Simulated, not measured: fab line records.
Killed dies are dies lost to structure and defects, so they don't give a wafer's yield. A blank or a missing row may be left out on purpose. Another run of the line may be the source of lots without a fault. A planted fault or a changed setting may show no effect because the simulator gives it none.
fab line records || flow rit_cmos
record {"lots": 14, "wafers": 42, "last_day": 8}
route steps=202 shown NWELL@36 M1@202
lots that met no fault: from a run of the same line without faults
start_h: the number of hours between the record's first day and the start of the first shown wafer of the lot || wait_h: how many hours have passed since the lot's step before this one || " unchanged from the row above || L1.1+2: a row that stands for several wafers || - no value, or no start was given || * or withheld: withheld || < > ~ a bound
route shown NAME@n: names a module that has steps shown in the file, with the first one's number in the route || usual: the fault-free wafers' mean and standard deviation || same: alike in all rows || chamber/n: place in a boat || sites: the reading at each site || _std_site: the values' standard deviation || _edge_site: the outer-site mean with the inner-site mean subtracted || radius_mm: for every site, how far away it sits from the centre of the wafer || mask NAME#n: copy n || behind: the tool/chamber that last shaped the wafer || hold: cause of the lot's hold/its duration in hours/its outcome || device: the n, p or np transistor that did not switch || end of line: the tests these same wafers got at the end of their route || for a step that has no rows: nothing shown but its recipe || killed: dies that structure and defects cost at the first sort, which is not the same as the wafer's yield || map: per-die view of a wafer (x killed, . not killed, _ where there is no die)
set.NAME: the setting as run; set.NAME@STEP: as run at that earlier step || model.NAME: the simulator's own value behind a step, which no gauge read
one table for each step of the route and one row for each wafer, over a sample of lots
services: from which hour (start_h, from the record's first day; less than 0 if before it) a tool's chamber was out of use, for how many hours, and why
## steps
# step RIT_NWELL_IMPLANT_08
# recipe {"species": "P", "energy_kev": 170, "dose_cm2": 5e+13, "tilt_deg": 7}
# usual {"beam_energy_keV": "170.00/0.051", "beam_on_s": "9.99/0.21"}
{"lot.wafer": "L984.4", "tool": "implanter-04", "chamber": 0, "start_h": 24.64, "wait_h": 0.2, "beam_energy_keV": 169.98, "beam_on_s": 9.92}
{"lot.wafer": "L984.5", "tool": "implanter-04", "chamber": 0, "start_h": 24.64, "wait_h": 0.2, "beam_energy_keV": 169.96, "beam_on_s": 10.01}
{"lot.wafer": "L984.6", "tool": "implanter-04", "chamber": 0, "start_h": 24.64, "wait_h": 0.2, "beam_energy_keV": 169.94, "beam_on_s": 9.96}
{"lot.wafer": "L985.2", "tool": "implanter-03", "chamber": 0, "start_h": 28.06, "wait_h": 0.2, "beam_energy_keV": 170.03, "beam_on_s": 9.85}
{"lot.wafer": "L985.4", "tool": "implanter-03", "chamber": 0, "start_h": 28.06, "wait_h": 0.2, "beam_energy_keV": 169.98, "beam_on_s": 10.07}
{"lot.wafer": "L985.6", "tool": "implanter-03", "chamber": 0, "start_h": 28.06, "wait_h": 0.2, "beam_energy_keV": 169.95, "beam_on_s": 10.30}
{"lot.wafer": "L986.3", "tool": "implanter-03", "chamber": 0, "start_h": 30.74, "wait_h": 0.2, "beam_energy_keV": 170.02, "beam_on_s": 9.90}
{"lot.wafer": "L986.5", "tool": "implanter-03", "chamber": 0, "start_h": 30.74, "wait_h": 0.2, "beam_energy_keV": 170.04, "beam_on_s": 9.97}
{"lot.wafer": "L986.6", "tool": "implanter-03", "chamber": 0, "start_h": 30.74, "wait_h": 0.2, "beam_energy_keV": 170.05, "beam_on_s": 10.08}
{"lot.wafer": "L987.2", "tool": "implanter-01", "chamber": 0, "start_h": 37.07, "wait_h": 0.2, "beam_energy_keV": 170.01, "beam_on_s": 9.94}
{"lot.wafer": "L987.3", "tool": "implanter-01", "chamber": 0, "start_h": 37.07, "wait_h": 0.2, "beam_energy_keV": 170.03, "beam_on_s": 9.75}
{"lot.wafer": "L987.6", "tool": "implanter-01", "chamber": 0, "start_h": 37.07, "wait_h": 0.2, "beam_energy_keV": 170.07, "beam_on_s": 9.85}
{"lot.wafer": "L989.3", "tool": "implanter-01", "chamber": 0, "start_h": 45.66, "wait_h": 0.2, "beam_energy_keV": 170.03, "beam_on_s": 9.42}
{"lot.wafer": "L989.5", "tool": "implanter-01", "chamber": 0, "start_h": 45.66, "wait_h": 0.2, "beam_energy_keV": 170.07, "beam_on_s": 10.54}
{"lot.wafer": "L989.6", "tool": "implanter-01", "chamber": 0, "start_h": 45.66, "wait_h": 0.2, "beam_energy_keV": 170.07, "beam_on_s": 9.70}
{"lot.wafer": "L991.2", "tool": "implanter-01", "chamber": 0, "start_h": 57.25, "wait_h": 0.2, "beam_energy_keV": 179.82, "beam_on_s": 9.72}
{"lot.wafer": "L991.5", "tool": "implanter-01", "chamber": 0, "start_h": 57.25, "wait_h": 0.2, "beam_energy_keV": 179.85, "beam_on_s": 10.04}
{"lot.wafer": "L991.6", "tool": "implanter-01", "chamber": 0, "start_h": 57.25, "wait_h": 0.2, "beam_energy_keV": 179.81, "beam_on_s": 10.11}
{"lot.wafer": "L992.1", "tool": "implanter-01", "chamber": 0, "start_h": 62.31, "wait_h": 0.2, "beam_energy_keV": 179.81, "beam_on_s": 9.74}
{"lot.wafer": "L992.5", "tool": "implanter-01", "chamber": 0, "start_h": 62.31, "wait_h": 0.2, "beam_energy_keV": 179.75, "beam_on_s": 10.12}
{"lot.wafer": "L992.6", "tool": "implanter-01", "chamber": 0, "start_h": 62.31, "wait_h": 0.2, "beam_energy_keV": 179.78, "beam_on_s": 10.20}
{"lot.wafer": "L994.2", "tool": "implanter-03", "chamber": 0, "start_h": 70.45, "wait_h": 0.2, "beam_energy_keV": 169.97, "beam_on_s": 10.04}
{"lot.wafer": "L994.3", "tool": "implanter-03", "chamber": 0, "start_h": 70.45, "wait_h": 0.2, "beam_energy_keV": 170.06, "beam_on_s": 10.15}
{"lot.wafer": "L994.5", "tool": "implanter-03", "chamber": 0, "start_h": 70.45, "wait_h": 0.2, "beam_energy_keV": 169.97, "beam_on_s": 10.31}
{"lot.wafer": "L996.3", "tool": "implanter-03", "chamber": 0, "start_h": 81.91, "wait_h": 0.2, "beam_energy_keV": 169.96, "beam_on_s": 9.74}
{"lot.wafer": "L996.5", "tool": "implanter-03", "chamber": 0, "start_h": 81.91, "wait_h": 0.2, "beam_energy_keV": 169.98, "beam_on_s": 10.07}
{"lot.wafer": "L996.6", "tool": "implanter-03", "chamber": 0, "start_h": 81.91, "wait_h": 0.2, "beam_energy_keV": 169.93, "beam_on_s": 10.08}
{"lot.wafer": "L998.3", "tool": "implanter-04", "chamber": 0, "start_h": 91.02, "wait_h": 0.2, "beam_energy_keV": 170.04, "beam_on_s": 9.99}
{"lot.wafer": "L998.5", "tool": "implanter-04", "chamber": 0, "start_h": 91.02, "wait_h": 0.2, "beam_energy_keV": 170.04, "beam_on_s": 10.30}
{"lot.wafer": "L998.6", "tool": "implanter-04", "chamber": 0, "start_h": 91.02, "wait_h": 0.2, "beam_energy_keV": 169.98, "beam_on_s": 10.50}
{"lot.wafer": "L999.1", "tool": "implanter-04", "chamber": 0, "start_h": 97.71, "wait_h": 0.2, "beam_energy_keV": 170.00, "beam_on_s": 10.10}
{"lot.wafer": "L999.2", "tool": "implanter-04", "chamber": 0, "start_h": 97.71, "wait_h": 0.2, "beam_energy_keV": 170.05, "beam_on_s": 10.13}
{"lot.wafer": "L999.5", "tool": "implanter-04", "chamber": 0, "start_h": 97.71, "wait_h": 0.2, "beam_energy_keV": 169.97, "beam_on_s": 9.84}
{"lot.wafer": "L100.3", "tool": "implanter-04", "chamber": 0, "start_h": 102.33, "wait_h": 0.2, "beam_energy_keV": 169.97, "beam_on_s": 10.32}
{"lot.wafer": "L100.4", "tool": "implanter-04", "chamber": 0, "start_h": 102.33, "wait_h": 0.2, "beam_energy_keV": 169.98, "beam_on_s": 10.03}
{"lot.wafer": "L100.5", "tool": "implanter-04", "chamber": 0, "start_h": 102.33, "wait_h": 0.2, "beam_energy_keV": 169.92, "beam_on_s": 10.42}
{"lot.wafer": "L105.1", "tool": "implanter-04", "chamber": 0, "start_h": 133.04, "wait_h": 0.2, "beam_energy_keV": 169.95, "beam_on_s": 10.12}
{"lot.wafer": "L105.3", "tool": "implanter-04", "chamber": 0, "start_h": 133.04, "wait_h": 0.2, "beam_energy_keV": 169.91, "beam_on_s": 9.70}
{"lot.wafer": "L105.6", "tool": "implanter-04", "chamber": 0, "start_h": 133.04, "wait_h": 0.2, "beam_energy_keV": 169.94, "beam_on_s": 9.77}
{"lot.wafer": "L106.1", "tool": "implanter-03", "chamber": 0, "start_h": 133.34, "wait_h": 0.2, "beam_energy_keV": 170.08, "beam_on_s": 10.31}
{"lot.wafer": "L106.4", "tool": "implanter-03", "chamber": 0, "start_h": 133.34, "wait_h": 0.2, "beam_energy_keV": 170.02, "beam_on_s": 10.06}
{"lot.wafer": "L106.5", "tool": "implanter-03", "chamber": 0, "start_h": 133.34, "wait_h": 0.2, "beam_energy_keV": 170.05, "beam_on_s": 9.96}
# step RIT_NWELL_TW_MEAS_10
# usual {"NWELL_TW": "2152/11"}
{"lot.wafer": "L984.4", "tool": "film_metro-04", "chamber": "-", "start_h": 24.92, "wait_h": 0.1, "NWELL_TW": 2165}
{"lot.wafer": "L984.5", "tool": "film_metro-04", "chamber": "-", "start_h": 24.92, "wait_h": 0.1, "NWELL_TW": 2173}
{"lot.wafer": "L984.6", "tool": "film_metro-04", "chamber": "-", "start_h": 24.92, "wait_h": 0.1, "NWELL_TW": 2178}
{"lot.wafer": "L985.2", "tool": "film_metro-03", "chamber": "-", "start_h": 28.37, "wait_h": 0.1, "NWELL_TW": 2147}
{"lot.wafer": "L985.4", "tool": "film_metro-03", "chamber": "-", "start_h": 28.37, "wait_h": 0.1, "NWELL_TW": 2144}
{"lot.wafer": "L985.6", "tool": "film_metro-03", "chamber": "-", "start_h": 28.37, "wait_h": 0.1, "NWELL_TW": 2157}
{"lot.wafer": "L986.3", "tool": "film_metro-01", "chamber": "-", "start_h": 31.04, "wait_h": 0.1, "NWELL_TW": 2156}
{"lot.wafer": "L986.5", "tool": "film_metro-01", "chamber": "-", "start_h": 31.04, "wait_h": 0.1, "NWELL_TW": 2142}
{"lot.wafer": "L986.6", "tool": "film_metro-01", "chamber": "-", "start_h": 31.04, "wait_h": 0.1, "NWELL_TW": 2138}
{"lot.wafer": "L987.2", "tool": "film_metro-04", "chamber": "-", "start_h": 37.38, "wait_h": 0.1, "NWELL_TW": 2175}
{"lot.wafer": "L987.3", "tool": "film_metro-04", "chamber": "-", "start_h": 37.38, "wait_h": 0.1, "NWELL_TW": 2162}
{"lot.wafer": "L987.6", "tool": "film_metro-04", "chamber": "-", "start_h": 37.38, "wait_h": 0.1, "NWELL_TW": 2163}
{"lot.wafer": "L989.3", "tool": "film_metro-03", "chamber": "-", "start_h": 45.95, "wait_h": 0.1, "NWELL_TW": 2146}
{"lot.wafer": "L989.5", "tool": "film_metro-03", "chamber": "-", "start_h": 45.95, "wait_h": 0.1, "NWELL_TW": 2143}
{"lot.wafer": "L989.6", "tool": "film_metro-03", "chamber": "-", "start_h": 45.95, "wait_h": 0.1, "NWELL_TW": 2154}
{"lot.wafer": "L991.2", "tool": "film_metro-01", "chamber": "-", "start_h": 57.56, "wait_h": 0.1, "NWELL_TW": 2162}
{"lot.wafer": "L991.5", "tool": "film_metro-01", "chamber": "-", "start_h": 57.56, "wait_h": 0.1, "NWELL_TW": 2171}
{"lot.wafer": "L991.6", "tool": "film_metro-01", "chamber": "-", "start_h": 57.56, "wait_h": 0.1, "NWELL_TW": 2172}
{"lot.wafer": "L992.1", "tool": "film_metro-04", "chamber": "-", "start_h": 62.64, "wait_h": 0.1, "NWELL_TW": 2194}
{"lot.wafer": "L992.5", "tool": "film_metro-04", "chamber": "-", "start_h": 62.64, "wait_h": 0.1, "NWELL_TW": 2197}
{"lot.wafer": "L992.6", "tool": "film_metro-04", "chamber": "-", "start_h": 62.64, "wait_h": 0.1, "NWELL_TW": 2193}
{"lot.wafer": "L994.2", "tool": "film_metro-03", "chamber": "-", "start_h": 70.76, "wait_h": 0.1, "NWELL_TW": 2166}
{"lot.wafer": "L994.3", "tool": "film_metro-03", "chamber": "-", "start_h": 70.76, "wait_h": 0.1, "NWELL_TW": 2165}
{"lot.wafer": "L994.5", "tool": "film_metro-03", "chamber": "-", "start_h": 70.76, "wait_h": 0.1, "NWELL_TW": 2155}
{"lot.wafer": "L996.3", "tool": "film_metro-04", "chamber": "-", "start_h": 82.21, "wait_h": 0.1, "NWELL_TW": 2159}
{"lot.wafer": "L996.5", "tool": "film_metro-04", "chamber": "-", "start_h": 82.21, "wait_h": 0.1, "NWELL_TW": 2163}
{"lot.wafer": "L996.6", "tool": "film_metro-04", "chamber": "-", "start_h": 82.21, "wait_h": 0.1, "NWELL_TW": 2161}
{"lot.wafer": "L998.3", "tool": "film_metro-01", "chamber": "-", "start_h": 91.31, "wait_h": 0.1, "NWELL_TW": 2149}
{"lot.wafer": "L998.5", "tool": "film_metro-01", "chamber": "-", "start_h": 91.31, "wait_h": 0.1, "NWELL_TW": 2137}
{"lot.wafer": "L998.6", "tool": "film_metro-01", "chamber": "-", "start_h": 91.31, "wait_h": 0.1, "NWELL_TW": 2141}
{"lot.wafer": "L999.1", "tool": "film_metro-04", "chamber": "-", "start_h": 98.04, "wait_h": 0.1, "NWELL_TW": 2165}
{"lot.wafer": "L999.2", "tool": "film_metro-04", "chamber": "-", "start_h": 98.04, "wait_h": 0.1, "NWELL_TW": 2175}
{"lot.wafer": "L999.5", "tool": "film_metro-04", "chamber": "-", "start_h": 98.04, "wait_h": 0.1, "NWELL_TW": 2157}
{"lot.wafer": "L100.3", "tool": "film_metro-03", "chamber": "-", "start_h": 102.62, "wait_h": 0.1, "NWELL_TW": 2141}
{"lot.wafer": "L100.4", "tool": "film_metro-03", "chamber": "-", "start_h": 102.62, "wait_h": 0.1, "NWELL_TW": 2140}
{"lot.wafer": "L100.5", "tool": "film_metro-03", "chamber": "-", "start_h": 102.62, "wait_h": 0.1, "NWELL_TW": 2152}
{"lot.wafer": "L105.1", "tool": "film_metro-03", "chamber": "-", "start_h": 133.36, "wait_h": 0.1, "NWELL_TW": 2157}
{"lot.wafer": "L105.3", "tool": "film_metro-03", "chamber": "-", "start_h": 133.36, "wait_h": 0.1, "NWELL_TW": 2139}
{"lot.wafer": "L105.6", "tool": "film_metro-03", "chamber": "-", "start_h": 133.36, "wait_h": 0.1, "NWELL_TW": 2150}
{"lot.wafer": "L106.1", "tool": "film_metro-01", "chamber": "-", "start_h": 133.67, "wait_h": 0.1, "NWELL_TW": 2153}
{"lot.wafer": "L106.4", "tool": "film_metro-01", "chamber": "-", "start_h": 133.67, "wait_h": 0.1, "NWELL_TW": 2150}
{"lot.wafer": "L106.5", "tool": "film_metro-01", "chamber": "-", "start_h": 133.67, "wait_h": 0.1, "NWELL_TW": 2164}
# step RIT_M1_PROBE_99
# usual {"killed_at_front_end": "7/3.3", "killed_dies": "7/3.2", "killed_open": "3.6/2.2", "killed_short": "3.5/2"}
# same {"gross_dies": 264, "killed_at_M0_to_M3": 0, "killed_at_M4_up": 0, "killed_at_back_side": 0, "killed_at_contacts": 0, "killed_at_other": 0}
{"lot.wafer": "L989.3", "tool": "prober-01", "chamber": "-", "start_h": 81.74, "wait_h": 0.2, "killed_at_front_end": 6, "killed_dies": 6, "killed_open": 3, "killed_short": 3}
{"lot.wafer": "L989.5", "tool": "prober-01", "chamber": "-", "start_h": 81.84, "wait_h": 0.2, "killed_at_front_end": 7, "killed_dies": 7, "killed_open": 5, "killed_short": 2}
{"lot.wafer": "L989.6", "tool": "prober-01", "chamber": "-", "start_h": 81.89, "wait_h": 0.2, "killed_at_front_end": 9, "killed_dies": 9, "killed_open": 4, "killed_short": 5}
{"lot.wafer": "L991.2", "tool": "prober-01", "chamber": "-", "start_h": 96.81, "wait_h": 0.1, "killed_at_front_end": 10, "killed_dies": 10, "killed_open": 5, "killed_short": 5}
{"lot.wafer": "L991.5", "tool": "prober-01", "chamber": "-", "start_h": 96.96, "wait_h": 0.2, "killed_at_front_end": 6, "killed_dies": 6, "killed_open": 3, "killed_short": 3}
{"lot.wafer": "L991.6", "tool": "prober-01", "chamber": "-", "start_h": 97.01, "wait_h": 0.2, "killed_at_front_end": 3, "killed_dies": 3, "killed_open": 1, "killed_short": 2}
{"lot.wafer": "L992.1", "tool": "prober-02", "chamber": "-", "start_h": 99.35, "wait_h": 0.1, "killed_at_front_end": 6, "killed_dies": 6, "killed_open": 1, "killed_short": 5}
{"lot.wafer": "L992.5", "tool": "prober-02", "chamber": "-", "start_h": 99.55, "wait_h": 0.2, "killed_at_front_end": 6, "killed_dies": 6, "killed_open": 2, "killed_short": 4}
{"lot.wafer": "L992.6", "tool": "prober-02", "chamber": "-", "start_h": 99.60, "wait_h": 0.2, "killed_at_front_end": 2, "killed_dies": 2, "killed_open": 1, "killed_short": 1}
{"lot.wafer": "L994.2", "tool": "prober-02", "chamber": "-", "start_h": 109.39, "wait_h": 0.1, "killed_at_front_end": 9, "killed_dies": 9, "killed_open": 7, "killed_short": 2}
{"lot.wafer": "L994.3", "tool": "prober-02", "chamber": "-", "start_h": 109.44, "wait_h": 0.2, "killed_at_front_end": 3, "killed_dies": 3, "killed_open": 2, "killed_short": 1}
{"lot.wafer": "L994.5", "tool": "prober-02", "chamber": "-", "start_h": 109.54, "wait_h": 0.2, "killed_at_front_end": 7, "killed_dies": 7, "killed_open": 6, "killed_short": 1}
{"lot.wafer": "L996.3", "tool": "prober-02", "chamber": "-", "start_h": 121.55, "wait_h": 0.2, "killed_at_front_end": 2, "killed_dies": 2, "killed_open": 0, "killed_short": 2}
{"lot.wafer": "L996.5", "tool": "prober-02", "chamber": "-", "start_h": 121.65, "wait_h": 0.2, "killed_at_front_end": 5, "killed_dies": 5, "killed_open": 2, "killed_short": 3}
{"lot.wafer": "L996.6", "tool": "prober-02", "chamber": "-", "start_h": 121.70, "wait_h": 0.2, "killed_at_front_end": 5, "killed_dies": 5, "killed_open": 1, "killed_short": 4}
{"lot.wafer": "L100.3", "tool": "prober-02", "chamber": "-", "start_h": 140.94, "wait_h": 0.2, "killed_at_front_end": 6, "killed_dies": 6, "killed_open": 3, "killed_short": 3}
{"lot.wafer": "L100.4", "tool": "prober-02", "chamber": "-", "start_h": 140.99, "wait_h": 0.2, "killed_at_front_end": 7, "killed_dies": 7, "killed_open": 2, "killed_short": 5}
{"lot.wafer": "L100.5", "tool": "prober-02", "chamber": "-", "start_h": 141.04, "wait_h": 0.2, "killed_at_front_end": 4, "killed_dies": 4, "killed_open": 2, "killed_short": 2}
# killed by level:class
L989.3 FOX1:geometric_particle:open=2 FOX1:geometric_particle:short=2 GATE:geometric_particle:open=1 REOX:geometric_particle:short=1
L989.5 GATE:geometric_particle:open=5 FOX1:geometric_particle:short=1 SILICIDE:geometric_particle:short=1
L989.6 FOX1:geometric_particle:open=2 GATE:geometric_particle:short=2 GATE:geometric_particle:open=2 FOX1:geometric_particle:short=1 REOX:geometric_particle:short=1 SPACER:geometric_particle:short=1
L991.2 GATE:geometric_particle:open=2 GATE:geometric_particle:short=2 REOX:geometric_particle:open=2 FOX1:geometric_particle:short=1 REOX:geometric_particle:short=1 SPACER:geometric_particle:open=1 SILICIDE:geometric_particle:short=1
L991.5 GATE:geometric_particle:short=3 GATE:geometric_particle:open=2 SPACER:geometric_particle:open=1
L991.6 GATE:geometric_particle:short=1 GATE:geometric_particle:open=1 SILICIDE:geometric_particle:short=1
L992.1 GATE:geometric_particle:short=3 FOX1:geometric_particle:short=1 REOX:geometric_particle:short=1 SILICIDE:geometric_particle:open=1
L992.5 GATE:geometric_particle:short=4 FOX2:geometric_particle:open=1 SPACER:geometric_particle:open=1
L992.6 REOX:geometric_particle:short=1 SILICIDE:geometric_particle:open=1
L994.2 GATE:geometric_particle:open=5 REOX:geometric_particle:open=2 GATE:geometric_particle:short=1 REOX:geometric_particle:short=1
L994.3 FOX1:geometric_particle:open=2 GATE:geometric_particle:short=1
L994.5 GATE:geometric_particle:open=6 GATE:geometric_particle:short=1
L996.3 GATE:geometric_particle:short=2
L996.5 GATE:geometric_particle:short=2 FOX1:geometric_particle:short=1 FOX1:geometric_particle:open=1 GATE:geometric_particle:open=1
L996.6 GATE:geometric_particle:short=2 FOX2:geometric_particle:open=1 SPACER:geometric_particle:short=1 REOX:geometric_particle:short=1
L100.3 FOX1:geometric_particle:short=1 FOX1:geometric_particle:open=1 FOX2:geometric_particle:open=1 GATE:geometric_particle:open=1 GATE:geometric_particle:short=1 REOX:geometric_particle:short=1
L100.4 SPACER:geometric_particle:short=3 FOX1:geometric_particle:short=1 GATE:geometric_particle:open=1 REOX:geometric_particle:short=1 SILICIDE:geometric_particle:open=1
L100.5 FOX1:geometric_particle:open=1 GATE:geometric_particle:open=1 REOX:geometric_particle:short=1 SILICIDE:geometric_particle:short=1
## services
{"tool": "implanter-01", "chamber": "-", "start_h": 20.77, "hours": 13.2, "kind": "repair"}
{"tool": "implanter-03", "chamber": "-", "start_h": 50.78, "hours": 3.0, "kind": "pm"}
{"tool": "implanter-03", "chamber": "-", "start_h": 56.03, "hours": 3.3, "kind": "repair"}
{"tool": "implanter-03", "chamber": "-", "start_h": 65.24, "hours": 1.3, "kind": "repair"}
{"tool": "implanter-04", "chamber": "-", "start_h": 124.59, "hours": 4.6, "kind": "pm"}
## key
first_sign {"step": "RIT_NWELL_IMPLANT_08", "reading": "beam_energy_keV", "direction": "up", "sigmas": "99+", "usual": 170.00, "struck": 179.80}
effect {"step": "RIT_NWELL_TW_MEAS_10", "reading": "NWELL_TW", "direction": "up", "sigmas": 2.8, "usual": 2152, "struck": 2181}
met_at RIT_NWELL_IMPLANT_08
struck_lots L991,L992
tester_left_out L991,L992
onset_between 45.66 57.25
fault {"kind": "process_parameter_drift", "tool": "implanter-01", "chamber": "-", "onset_h": 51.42, "steps": "RIT_NWELL_IMPLANT_08", "channel": "energy_kev", "offset": 9.8683, "shape": "step", "end_h": 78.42, "acts_in": "these_recipes_only", "stated": 170}
# tester_left_out: of these lots the tester's yield and bins aren't shown, on N5 and GAA mostly nor the transistor test; their killed dies are dies lost to structure and defects alone, not to doping, threshold or leakage, so they don't give the yield
